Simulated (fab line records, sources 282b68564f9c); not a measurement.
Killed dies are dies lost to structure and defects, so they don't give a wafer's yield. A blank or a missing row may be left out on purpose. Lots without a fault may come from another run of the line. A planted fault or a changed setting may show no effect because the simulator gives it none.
Problem report in the 8D (eight disciplines) form, filled by code | flow rit_cmos | the parts of the form that need people (team, actions taken, sign-off) are left out

1. THE PROBLEM
PLDD_TW at RIT_PLDD_TW_MEAS_10 reads a mean of 1682 on 6 wafers of 2 lots; wafers without a fault read 2353 with a standard deviation of 15. That is -45 standard deviations from the usual mean.
First seen on wafer L183.2, day 6 14:00, on film_metro-01. The record holds 42 wafers of 14 lots with a number at this step. Rule for "out", or "out of limits": more than 4 standard deviations from the usual mean. The other wafers with a number count as sound.

2. WHAT IT IS AND WHAT IT IS NOT
question                    | is                     | is not
which readings at this step | PLDD_TW                | -
which lots                  | L183, L185             | L165, L166, L167, L168, L169, L170, L171, L172, L173, L174, L175, L176
which wafers of those lots  | all that have a number | -
read on which gauges        | film_metro-01          | film_metro-03, film_metro-04
when                        | from day 6 14:00       | up to then (36 sound wafers)

3. SUSPECTS, AND WHAT RULES EACH OUT
Counting: a tool at a process step up to the reading stays a suspect if it ran every lot that is out and no sound lot after the first of them.
- the gauge at RIT_PLDD_TW_MEAS_10: ruled out. All the wafers that are out were read on film_metro-01, but those of them that RIT_PLDD_IMPLANT_08 has rows for are out there too, on other tools.
- plasma_asher-01 at RIT_GATE_STRIP_20 (strips in O2, time 180 s): kept. It ran every lot that is out, first L183 (day 6 07:55), and no sound lot after that; its last sound lot up to then is L174 (day 4 09:37).
- implanter-04 at RIT_PLDD_IMPLANT_08: kept. It ran every lot that is out, first L183 (day 6 13:41), and no sound lot after that; its last sound lot up to then is L171 (day 4 03:45). Its own readings are out on those wafers: dose_ions_cm2, faraday_current_uA.
Left after counting: plasma_asher-01 at RIT_GATE_STRIP_20, implanter-04 at RIT_PLDD_IMPLANT_08.

4. THE CAUSE (what the simulator had put in)
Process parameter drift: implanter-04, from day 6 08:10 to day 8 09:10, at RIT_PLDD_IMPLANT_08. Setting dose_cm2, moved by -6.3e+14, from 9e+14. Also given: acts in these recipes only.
Counting left 2 suspects, and this tool is among them.

5. THE CHAIN OF EFFECTS, in route order
Each row: a reading whose mean over the struck wafers that have a number lies more than 3 standard deviations from the usual. Only readings for which the record gives a usual standard deviation are gone through. hours: the time from each lot's start at the first step in this table that gives one to its start at this step, as a median over the lots. sigmas: the change in usual standard deviations.
hours | step                    | reading                   | usual        | on struck wafers | change     | sigmas
0     | RIT_PLDD_IMPLANT_08     | dose_ions_cm2             | 8.998e+14    | 2.702e+14        | -6.296e+14 | -99 or more
0     | RIT_PLDD_IMPLANT_08     | end_station_pressure_torr | 7.3e-06 Torr | 5.9e-06          | -1.4e-06   | -3.9
0     | RIT_PLDD_IMPLANT_08     | faraday_current_uA        | 2815         | 852              | -1963      | -36
0     | RIT_PLDD_TW_MEAS_10     | PLDD_TW                   | 2353         | 1682             | -671       | -45
7     | RIT_SDANNEAL_RS_MEAS_06 | PLDD_RS                   | 178.6 ohm/sq | 429.5            | +250.9     | +99 or more
The process steps in it:
- RIT_PLDD_IMPLANT_08

6. WHAT WOULD HAVE CAUGHT IT SOONER
In this record the first reading out of limits at a measuring or inspecting step was taken at day 6 14:00, 6 hours after the fault began at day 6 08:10.
The tool's own readings at RIT_PLDD_IMPLANT_08 were out on every struck wafer that the step has a row for (dose_ions_cm2, faraday_current_uA): an alarm limit on them would have fired on the first of those.
Of the lots that are out (2), L185 began RIT_PLDD_IMPLANT_08 on implanter-04 after day 6 14:00. A hold on the tool at that time would have spared it.
